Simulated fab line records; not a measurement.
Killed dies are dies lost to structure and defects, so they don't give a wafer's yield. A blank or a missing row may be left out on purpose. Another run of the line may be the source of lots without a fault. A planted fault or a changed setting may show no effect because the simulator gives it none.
What tool caused it? -- flow rit_cmos -- 21 wafers from 7 lots sampled at 2 of the route's 202 steps

== WHAT EACH GAUGE READ, for each wafer ==
RIT_PLDD_TW_MEAS_10.
lot,measured,on,PLDD_TW
L411,day 3 10:59,film_metro-02,2329 2326 2315
L414,day 4 00:35,film_metro-04,2297 2301 2313
L417,day 4 17:17,film_metro-04,2311 2329 2304
L421,day 5 11:41,film_metro-03,2347 2352 2347
L423,day 5 21:56,film_metro-04,1885 1885 1878 1889 1873 1879
L425,day 6 08:51,film_metro-03,2325 2335 2333
L428,day 7 01:47,film_metro-04,2328 2322 2310

== EACH LOT AND THE TOOL THAT RAN IT (in order: tool; ch and the chambers of the sampled wafers; start) ==
lot,RIT_PLDD_IMPLANT_08
L411,"implanter-03 ch 0, day 3 10:39"
L414,"implanter-03 ch 0, day 4 00:16"
L417,"implanter-03 ch 0, day 4 16:58"
L421,"implanter-01 ch 0, day 5 11:23"
L423,"implanter-03 ch 0, day 5 21:37"
L425,"implanter-01 ch 0, day 6 08:32"
L428,"implanter-02 ch 0, day 7 01:28"
- RIT_PLDD_IMPLANT_08

== THE ANSWER, worked out from the rows above alone ==
Rule: the usual values come from the lots themselves. Put in order of their means at a reading, lots are off if they are a third of the lots or fewer, leave a main group of 4 or more, and stand apart from it by a gap of 3 or more times the standard deviation of the main group's means; of several such gaps the widest counts. A main group is skipped when, at the precision printed for the reading in the tables above, its means are all equal. A lot without any number at a reading at which 4 lots or more have one is off too. The other lots that the step has rows for count as sound.
Off: at RIT_PLDD_TW_MEAS_10 (PLDD_TW), L423. The main group: mean 2324, standard deviation 14.
If a tool, at a process step before that reading, ran all the lots that are off and no sound lot after the first of them, it fits. Gauges at RIT_PLDD_TW_MEAS_10: tried the same way as those tools. One fits: implanter-03 at RIT_PLDD_IMPLANT_08. A fault onset in the window from L417 (day 4 16:58, its last sound lot) to L423 (day 5 21:37, its first lot off) fits.

== WHAT HAD BEEN PUT IN BY THE SIMULATOR ==
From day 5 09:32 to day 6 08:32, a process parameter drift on implanter-03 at RIT_PLDD_IMPLANT_08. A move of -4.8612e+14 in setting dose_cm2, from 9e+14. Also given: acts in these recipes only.
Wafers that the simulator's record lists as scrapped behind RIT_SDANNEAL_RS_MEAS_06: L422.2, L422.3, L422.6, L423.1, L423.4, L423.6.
Struck lots among those shown: L423. The same result came from the rule above.
